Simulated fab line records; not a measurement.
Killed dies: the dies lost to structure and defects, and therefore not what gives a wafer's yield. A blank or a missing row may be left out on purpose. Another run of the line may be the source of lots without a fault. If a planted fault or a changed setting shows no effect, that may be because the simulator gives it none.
Code-filled problem report in 8D (eight disciplines) form :: flow rit_cmos :: the parts of the form that need people (team, actions taken, sign-off) are left out

== 1. THE PROBLEM ==
Across 9 wafers from 3 lots, M1_AL_RS at RIT_M1_RS_MEAS_01 averages 0.0658 ohm/sq, while fault-free wafers read 0.0734 ohm/sq with a standard deviation of 0.00075. Measured from the usual mean, that is -10 standard deviations.
The step: measures by four-point-probe.
The first sign was on wafer L500.3 at day 4 16:44, on film_metro-02. Wafers with a number at this step in the record: 45, from 15 lots. The rule behind "out" and "out of limits": a value lying over 4 standard deviations away from the usual mean. Any other wafer with a number is counted as sound.

== 2. WHAT IT IS; WHAT IT IS NOT ==
question: which readings at this step
is: M1_AL_RS
is not: -

question: which lots
is: L500, L502, L504
is not: L493, L494, L495, L496, L498, L509, L510, L512, L513, L514, L515, L516

question: which wafers of those lots
is: all that have a number
is not: -

question: read on which gauges
is: film_metro-01, film_metro-02
is not: film_metro-03

question: when
is: from day 4 16:44
is not: up to then (15 sound wafers); but 21 sound wafers of L509, L510, L512, L513, L514, L515, L516 came after

== 3. SUSPECTS, AND WHAT RULES EACH OUT ==
Counting: a tool at any process step up to the reading remains a suspect when it ran all the lots that are out and ran no sound lot after the first of those.
- the gauge at RIT_M1_RS_MEAS_01 is ruled out. 2 gauges (film_metro-01, film_metro-02) read the wafers that are out.
- pvd_sputter-04 at RIT_M1_SPUTTER_00 (material Al, target thk 400 nm, time 500 s): ruled out as a lasting fault. Following L500 (day 4 16:24), the first lot on it that is out, the sound lots L513, L515 were run on it.
Left after counting: nothing in the record.

== 4. THE CAUSE (what the simulator had put in) ==
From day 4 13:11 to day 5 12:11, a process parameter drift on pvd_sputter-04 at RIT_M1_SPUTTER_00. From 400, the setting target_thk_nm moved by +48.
The count ruled it out by mistake, since the rule takes a fault to strike every lot its tool runs from the start of the fault on, and this one did not do so.

== 5. THE EFFECT CHAIN, in route order ==
Each row: a reading where the mean over the struck wafers with a number is more than 3 standard deviations away from the usual. Readings are gone through only where the record gives a usual standard deviation; hours: the median, over the lots, of the time from a lot's start at the first step in this table giving one to that lot's start at this step; sigmas: the change measured in usual standard deviations.
hours: 0
step: RIT_M1_RS_MEAS_01
reading: M1_AL_RS
usual: 0.0734 ohm/sq
on struck wafers: 0.0658
change: -0.0076
sigmas: -10

hours: 0
step: RIT_M1_THK_MEAS_02
reading: M1_AL_THK
usual: 397 nm
on struck wafers: 443
change: +46
sigmas: +9.3

hours: 2
step: RIT_M1_METAL_ETCH_12
reading: oes_product_au
usual: 0.760 a.u.
on struck wafers: 0.808
change: +0.048
sigmas: +4.0
Here are the process steps it includes:
- RIT_M1_METAL_ETCH_12: etches Al in Cl2/BCl3, stops on SiO2, time 165 s, target depth 600 nm.

== 6. HOW IT WOULD HAVE BEEN CAUGHT EARLIER ==
4 hours passed between the start of the fault at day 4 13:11 and the first reading out of limits at a measuring or inspecting step in this record, taken at day 4 16:44.
An alarm limit of 4 standard deviations would not have fired on the tool readings at RIT_M1_SPUTTER_00 for which the record gives a usual standard deviation, since none of them was out on any struck wafer.
